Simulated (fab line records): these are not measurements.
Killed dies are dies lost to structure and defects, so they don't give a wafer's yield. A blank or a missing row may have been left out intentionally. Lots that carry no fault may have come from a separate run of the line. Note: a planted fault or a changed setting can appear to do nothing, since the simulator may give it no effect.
Which tool did it? :: flow berkeley_cmos170 :: 7 lots with 21 wafers sampled at 2 steps, on a route of 331 steps

WHAT THE GAUGES READ, wafer by wafer
UCB170_CONTACT_THK_MEAS_02.
lot: L260
measured: day 8 14:53
on: film_metro-04
CONTACT_PSG_THK (nm): 707 704 701

lot: L265
measured: day 10 01:45
on: film_metro-04
CONTACT_PSG_THK (nm): 584 571 575

lot: L270
measured: day 11 04:33
on: film_metro-01
CONTACT_PSG_THK (nm): 701 708 704

lot: L271
measured: day 12 05:54
on: film_metro-03
CONTACT_PSG_THK (nm): 711 704 702

lot: L275
measured: day 12 09:54
on: film_metro-04
CONTACT_PSG_THK (nm): 693 694 697

lot: L279
measured: day 12 15:58
on: film_metro-03
CONTACT_PSG_THK (nm): 700 698 702

lot: L277
measured: day 12 15:56
on: film_metro-04
CONTACT_PSG_THK (nm): 702 700 701

WHICH TOOL RAN EACH LOT (tool, then ch and the chambers of the sampled wafers, then the start)
lot: L260
UCB170_CONTACT_CVD_01: lpcvd-01 ch 1, day 8 13:07

lot: L265
UCB170_CONTACT_CVD_01: lpcvd-01 ch 1, day 9 23:57

lot: L270
UCB170_CONTACT_CVD_01: lpcvd-02 ch 0, day 11 02:46

lot: L271
UCB170_CONTACT_CVD_01: lpcvd-02 ch 0, day 12 03:13

lot: L275
UCB170_CONTACT_CVD_01: lpcvd-02 ch 0, day 12 05:53

lot: L279
UCB170_CONTACT_CVD_01: lpcvd-01 ch 0, day 12 14:08

lot: L277
UCB170_CONTACT_CVD_01: lpcvd-01 ch 0, day 12 14:08
- UCB170_CONTACT_CVD_01: deposits PSG from SiH4/O2/PH3, target thk 700 nm, time 2820 s.

THE ANSWER, worked out from the rows above alone
Rule: what is usual is taken from the lots themselves. Put in order of their means at a reading, lots are off if they are a third of the lots or fewer, leave a main group of 4 or more, and stand apart from it by a gap of 3 or more times the standard deviation of the main group's means; of several such gaps the widest counts. Not used: any main group whose means are identical at the precision the tables above print for the reading. Also off: a lot with no number at a reading for which 4 or more lots have one. All remaining lots with rows at the step are treated as sound.
Off: L265, at UCB170_CONTACT_THK_MEAS_02 (CONTACT_PSG_THK). For the main group the mean is 702 nm and the standard deviation 3.7.
If a tool, at a process step before that reading, ran all the lots that are off and no sound lot after the first of them, it fits. Those tools and the gauges at UCB170_CONTACT_THK_MEAS_02 are tried in the same way. No candidate that was tried fits.

WHAT THE SIMULATOR PUT IN
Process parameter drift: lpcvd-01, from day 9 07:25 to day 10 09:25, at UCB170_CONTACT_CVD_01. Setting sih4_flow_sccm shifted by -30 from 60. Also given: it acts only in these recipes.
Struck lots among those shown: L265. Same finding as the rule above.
